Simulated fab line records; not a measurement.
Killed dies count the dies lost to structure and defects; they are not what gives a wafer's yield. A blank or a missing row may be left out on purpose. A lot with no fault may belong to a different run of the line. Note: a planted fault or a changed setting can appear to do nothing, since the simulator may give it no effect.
Comparing a struck lot with a sound one    flow rit cmos    15 steps out of a route of 202
Sound: these wafers, L966.2, L966.4, L966.6. Struck: wafers L955.2, L955.5, L955.6. At the end, the cause is stated.
Order at every step that has rows: each side's tool, ch and its chambers, its first start. Under that, the readings that differ: sound wafers    struck wafers    difference of the means    sigmas: that difference in standard deviations of wafers without a fault.
alike: a reading whose means differ by less than 2 such deviations, as well as words and numbers matching on both sides. not compared: withheld readings; readings where some wafer has no value; bounds like >300 that might hide an equal value; numbers whose values overlap and for which the record gives no deviation.
A row with sigmas, a row that says differs or no value, or rows on one side alone: a step with any of these is where the two part. Numbers that don't overlap but have no deviation are shown without sigmas and don't part them. A reading missing from all wafers of one side parts the sides only when that side holds two or more wafers.

first, 1 step without rows for these wafers: RIT_NSD_IMPLANT_08.
RIT_NSD_STRIP_09: strips in O2, time 180 s.
  sound on plasma asher-04 ch 0,1, day 5 22:46; struck on plasma asher-04 ch 0,1, day 3 16:19
  alike: chamber pressure mTorr, drypump motor current A, rf refl power W
  not compared: rf hours counter h
RIT_NSD_TW_MEAS_10:
  sound on film metro-03, day 5 22:57; struck on film metro-02, day 3 16:30
  alike: NSD_TW
then, 6 steps without rows for these wafers: RIT_PSD_HMDS_00 (prime time 60 s); RIT_PSD_COAT_01 (resist thk 1000 nm); RIT_PSD_SOFTBAKE_02 (time 60 s); RIT_PSD_EXPOSE_03 (exposes mask M10, target cd 40900 nm); RIT_PSD_PEB_04; RIT_PSD_DEVELOP_05 (develop time 50 s).
RIT_PSD_OVL_MEAS_06:
  sound on overlay-01, day 5 23:59; struck on overlay-01, day 3 17:32
  alike: PSD_OVL
then, 2 steps without rows for these wafers: RIT_PSD_HARDBAKE_07 (time 60 s); RIT_PSD_IMPLANT_08.
RIT_PSD_STRIP_09: strips in O2, time 180 s.
  sound on plasma asher-01 ch 0,1, day 6 00:19; struck on plasma asher-01 ch 0,1, day 3 17:52
  no value came back on the struck wafers for chamber pressure mTorr (mTorr), drypump motor current A (A), rf refl power W (W); on the sound wafers chamber pressure mTorr (mTorr) reads 4000 4000 3998
reading                                   sound  struck         difference  sigmas
model.NOVOLAK_of_PSD_COAT_01.thk nm (nm)  0 0 0  888 885 887.4  +887        
  not compared: rf hours counter h
RIT_PSD_TW_MEAS_10:
  sound on film metro-03, day 6 00:29; struck on film metro-03, day 3 18:03
  alike: PSD_TW
RIT_M1_PROBE_99:
  sound on prober-02, day 6 08:46; struck on prober-02, day 4 01:50
reading              sound   struck       difference  sigmas
killed at front end  7 3 10  264 264 264  +257        +89
killed dies          7 3 10  264 264 264  +257        +89
killed on rim        1 1 5   70 70 70     +68         +48
  alike: killed at contacts, killed open, killed short

## WHERE THEY PART
Last at RIT_M1_PROBE_99 as far as this record goes, first at RIT_PSD_STRIP_09.

WHY: whatever the simulator had introduced
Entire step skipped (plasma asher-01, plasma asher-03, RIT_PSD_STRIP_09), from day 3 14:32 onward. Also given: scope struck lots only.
